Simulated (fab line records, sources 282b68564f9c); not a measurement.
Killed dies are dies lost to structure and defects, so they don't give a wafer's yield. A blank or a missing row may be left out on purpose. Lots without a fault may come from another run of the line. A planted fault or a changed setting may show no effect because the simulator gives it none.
fab line records | flow rit_cmos
record lots=13 wafers=39 last_day=7
route steps=202 shown ACTIVE@4
lots that met no fault: from a run of the same line without faults
start_h: hours from the record's first day to the start of the lot's first wafer shown | wait_h: hours since the lot's step before | " the same as in the row above | L1.1+2: a row that stands for several wafers | - no value, or no start given | * or withheld: withheld | < > ~ a bound
route shown NAME@n: a module of which the file shows steps, and the number in the route of the first | usual: mean/standard deviation of fault-free wafers | same: alike in all rows | chamber/n: place in a boat | sites: the reading at each site | _std_site: their standard deviation | _edge_site: outer sites' mean less inner sites' | radius_mm: how far each site lies from the wafer's centre | mask NAME#n: copy n | behind: the tool/chamber that last shaped the wafer | hold: why the lot was held/for how many hours/how that ended | device: the transistor (n, p or np) that didn't switch | end of line: the same wafers' tests at the end of the route | a step without rows: its recipe alone | killed: dies lost to structure and defects at the first sort, not the wafer's yield | map: a wafer's dies, x killed, . not, _ none there
set.NAME: the setting as run; set.NAME@STEP: as run at that earlier step | model.NAME: the simulator's own value behind a step, which no gauge read
steps of the route over a sample of lots; a table a step, a row a wafer
services: from which hour (start_h, from the record's first day; less than 0 if before it) a tool's chamber was out of use, for how many hours, and why
## steps
# step RIT_ACTIVE_CVD_03
# recipe material=Si3N4 target_thk_nm=150 temp_c=810 precursor=SiH2Cl2/NH3 time_s=1500 pressure_mtorr=300 sih2cl2_flow_sccm=60 nh3_flow_sccm=150
# usual pressure_mtorr=299.9/0.69 spike_tc_centre_C=813.4/1.2 spike_tc_load_C=836.7/2.8 spike_tc_source_C=833.6/2.4 susceptor_temp_C=810.1/0.35
# columns lot.wafer tool chamber start_h wait_h pressure_mtorr spike_tc_centre_C spike_tc_load_C spike_tc_source_C susceptor_temp_C
L511.1 lpcvd-01 1 12.11 0.1 301.8 811.9 838.1 832.9 810.7
L511.2 " 1 " " 300.5 811.3 840.4 835.4 810.2
L511.4 " 1 " " 300.5 811.4 839.6 835.4 810.3
L512.1 lpcvd-02 0 17.11 0.1 299.3 812.8 833.8 834.4 810.3
L512.2 " 0 " " 298.4 813.5 834.7 834.7 810.3
L512.6 " 0 " " 298.8 813.0 835.5 834.3 809.6
L513.2 lpcvd-02 1 22.13 0.0 300.6 814.3 833.3 836.1 810.1
L513.4 " 1 " " 300.7 814.2 832.7 837.3 810.2
L513.6 " 1 " " 299.8 812.3 832.4 835.7 810.5
L515.1 lpcvd-02 0 33.19 0.1 299.8 815.5 836.0 834.6 809.8
L515.3 " 0 " " 298.0 813.6 833.1 833.5 810.1
L515.4 " 0 " " 300.3 813.7 833.6 835.2 810.1
L516.1 lpcvd-01 0 38.51 0.1 299.1 812.8 838.1 831.1 810.2
L516.3 " 0 " " 300.1 813.4 838.8 829.2 810.3
L516.5 " 0 " " 299.3 813.5 838.2 832.1 809.8
L518.1 lpcvd-01 1 48.23 0.1 299.1 812.5 838.9 833.4 810.3
L518.2 " 1 " " 299.2 811.0 840.7 833.0 810.0
L518.3 " 1 " " 298.5 812.4 838.1 834.6 810.3
L520.1 lpcvd-01 0 59.14 0.1 299.3 814.7 839.1 829.8 810.1
L520.3 " 0 " " 300.1 814.3 837.3 830.1 810.2
L520.4 " 0 " " 299.4 816.3 838.9 831.7 810.2
L523.1 lpcvd-01 1 72.11 0.1 301.4 812.2 838.2 833.0 810.2
L523.3 " 1 " " 300.0 813.8 839.7 834.2 809.8
L523.4 " 1 " " 300.6 812.4 837.6 836.5 810.6
L524.2 lpcvd-01 1 79.41 0.0 300.0 813.0 840.0 834.4 810.2
L524.5 " 1 " " 299.9 813.5 840.3 834.3 810.3
L524.6 " 1 " " 299.8 814.2 838.4 835.8 810.4
L530.1 lpcvd-01 0 107.39 0.1 300.4 830.4 852.7 845.5 824.7
L530.2 " 0 " " 301.2 830.2 853.5 845.8 824.5
L530.4 " 0 " " 299.4 829.3 854.1 844.4 824.4
L531.1 lpcvd-02 1 112.49 0.1 300.1 811.1 831.6 834.5 810.3
L531.3 " 1 " " 300.3 814.0 832.7 835.8 810.1
L531.6 " 1 " " 300.9 813.3 831.5 835.8 810.1
L533.1 lpcvd-02 1 123.22 0.1 300.0 811.7 831.3 835.8 809.7
L533.3 " 1 " " 300.2 814.2 834.5 835.0 809.6
L533.4 " 1 " " 299.4 812.3 832.2 835.3 810.1
L534.1 lpcvd-02 0 127.70 0.1 300.1 812.8 835.3 834.6 810.6
L534.4 " 0 " " 299.6 814.4 834.7 833.4 810.2
L534.5 " 0 " " 300.1 814.7 835.8 833.6 810.6
# step RIT_ACTIVE_THK_MEAS_04
# recipe reads=Si3N4_of_ACTIVE_CVD_03
# usual ACTIVE_NITRIDE_THK=150.2/1.4
# columns lot.wafer tool chamber start_h wait_h ACTIVE_NITRIDE_THK[nm]
L511.1 film_metro-02 - 13.53 0.0 149.7
L511.2 " - " " 149.3
L511.4 " - " " 150.1
L512.1 film_metro-01 - 18.53 0.0 150.9
L512.2 " - " " 150.9
L512.6 " - " " 151.5
L513.2 film_metro-02 - 23.56 0.0 149.5
L513.4 " - " " 152.3
L513.6 " - " " 151.5
L515.1 film_metro-01 - 34.60 0.0 151.5
L515.3 " - " " 151.4
L515.4 " - " " 151.6
L516.1 film_metro-04 - 39.93 0.0 149.5
L516.3 " - " " 149.1
L516.5 " - " " 150.9
L518.1 film_metro-01 - 49.65 0.0 148.8
L518.2 " - " " 147.6
L518.3 " - " " 147.2
L520.1 film_metro-02 - 60.56 0.0 149.8
L520.3 " - " " 148.7
L520.4 " - " " 149.8
L523.1 film_metro-04 - 73.53 0.0 151.9
L523.3 " - " " 152.8
L523.4 " - " " 151.9
L524.2 film_metro-02 - 80.84 0.0 151.6
L524.5 " - " " 152.5
L524.6 " - " " 151.7
L530.1 film_metro-02 - 108.81 0.0 196.8
L530.2 " - " " 194.7
L530.4 " - " " 195.1
L531.1 film_metro-04 - 114.61 0.0 151.9
L531.3 " - " " 151.6
L531.6 " - " " 152.5
L533.1 film_metro-04 - 124.64 0.0 149.0
L533.3 " - " " 150.0
L533.4 " - " " 150.5
L534.1 film_metro-01 - 129.12 0.0 150.0
L534.4 " - " " 151.2
L534.5 " - " " 151.0
# step RIT_ACTIVE_ETCH_13
# recipe stop_on=SiO2 chemistry=SF6 target=Si3N4 time_s=210 over_etch_frac=0.4 SF6_flow_sccm=200 pressure_mtorr=260 rf_w=125 target_depth_a=2100
# usual drypump_motor_current_A=5.75/0.3 oes_product_au=0.820/0.015 throttle_valve_pct=7.54/0.097
# columns lot.wafer tool chamber start_h wait_h drypump_motor_current_A oes_product_au rf_hours_counter_h throttle_valve_pct
L511.1 rie_diel-02 3 14.71 0.1 5.52 0.850 2 7.55
L511.2 " 2 " " 5.47 0.801 118 7.63
L511.4 " 1 " " 5.81 0.813 - 7.66
L512.1 rie_diel-02 3 19.83 0.1 5.50 0.853 2 7.56
L512.2 " 2 " " 5.54 0.817 118 7.65
L512.6 " 1 " " 5.81 0.822 - 7.67
L513.2 rie_diel-02 1 24.73 0.1 5.79 0.813 87 7.66
L513.4 " 2 " " 5.50 0.812 - 7.63
L513.6 " 1 " " 5.81 0.823 - 7.65
L515.1 rie_diel-02 0 35.94 0.1 6.28 0.805 0 7.54
L515.3 " 2 " " 5.50 0.818 118 7.62
L515.4 " 3 " " 5.52 0.850 3 7.57
L516.1 rie_diel-04 2 41.23 0.1 5.86 0.808 12 7.47
L516.3 " 3 " " 5.78 0.801 67 7.59
L516.5 " 2 " " 5.85 0.828 - 7.45
L518.1 rie_diel-02 1 50.87 0.1 5.85 0.801 87 7.64
L518.2 " 3 " " 5.51 0.841 3 7.57
L518.3 " 2 " " 5.50 0.802 119 7.62
L520.1 rie_diel-02 1 61.74 0.1 5.78 0.811 88 7.66
L520.3 " 3 " " 5.51 0.843 3 7.56
L520.4 " 2 " " 5.49 0.807 119 7.65
L523.1 rie_diel-02 2 74.71 0.1 5.48 0.809 119 7.65
L523.3 " 0 " " 6.27 0.811 1 7.55
L523.4 " 3 " " 5.50 0.852 3 7.55
L524.2 rie_diel-02 0 82.01 0.1 6.32 0.804 1 7.54
L524.5 " 3 " " 5.50 0.855 - 7.57
L524.6 " 2 " " 5.52 0.812 - 7.64
L530.1 rie_diel-04 0 109.99 0.1 6.18 0.946 2 7.33
L530.2 " 1 " " 5.24 0.955 152 7.49
L530.4 " 3 " " 5.75 0.932 68 7.61
L531.1 rie_diel-03 0 115.79 0.1 5.81 0.823 49 7.47
L531.3 " 2 " " 5.85 0.836 7 7.51
L531.6 " 0 " " 5.85 0.829 - 7.47
L533.1 rie_diel-04 2 126.08 0.1 5.85 0.817 13 7.44
L533.3 " 0 " " 6.16 0.814 2 7.31
L533.4 " 1 " " 5.26 0.822 152 7.49
L534.1 rie_diel-04 3 130.42 0.1 5.76 0.808 69 7.57
L534.4 " 2 " " 5.83 0.820 13 7.44
L534.5 " 2 " " 5.83 0.820 - 7.44
## services
# columns tool chamber start_h hours kind
rie_diel-04 2 -4.70 4.6 repair
rie_diel-04 0 -0.14 - clean
rie_diel-04 0 -0.14 25.6 scheduled_down
rie_diel-04 0 -0.14 25.6 vent_cycle
rie_diel-02 0 3.05 - clean
rie_diel-02 0 3.05 23.0 scheduled_down
rie_diel-02 0 3.05 23.0 vent_cycle
rie_diel-04 - 19.27 0.8 repair
rie_diel-03 0 46.53 12.1 repair
rie_diel-04 2 81.18 1.7 repair
rie_diel-02 0 90.66 1.9 repair
rie_diel-03 1 105.81 - clean
rie_diel-03 1 105.81 32.3 scheduled_down
rie_diel-03 1 105.81 32.3 vent_cycle
## key
first_sign step=RIT_ACTIVE_CVD_03 reading=susceptor_temp_C direction=up sigmas=41 usual=* struck=*
effect step=RIT_ACTIVE_CVD_03 reading=spike_tc_centre_C direction=up sigmas=14 usual=813.4 struck=829.9
effect step=RIT_ACTIVE_THK_MEAS_04 reading=ACTIVE_NITRIDE_THK direction=up sigmas=33 usual=150.2 struck=195.5
effect step=RIT_ACTIVE_ETCH_13 reading=oes_product_au direction=up sigmas=8.1 usual=0.820 struck=0.944
met_at RIT_ACTIVE_CVD_03
struck_lots L530
struck_wafers L530.1,L530.2,L530.4
sort_left_out L530.1,L530.2,L530.4
tester_left_out L530
onset_between 59.14 107.39
fault kind=process_parameter_drift tool=lpcvd-01 chamber=0 onset_h=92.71 steps=RIT_ACTIVE_CVD_03 channel=temp_c offset=* shape=step end_h=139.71 acts_in=* stated=*
# tester_left_out: of these lots the tester's yield and bins aren't shown, on N5 and GAA mostly nor the transistor test; their killed dies are dies lost to structure and defects alone, not to doping, threshold or leakage, so they don't give the yield
# sort_left_out: the simulated sort isn't trusted on such a fault, so these wafers' sort isn't shown, and their yield isn't known
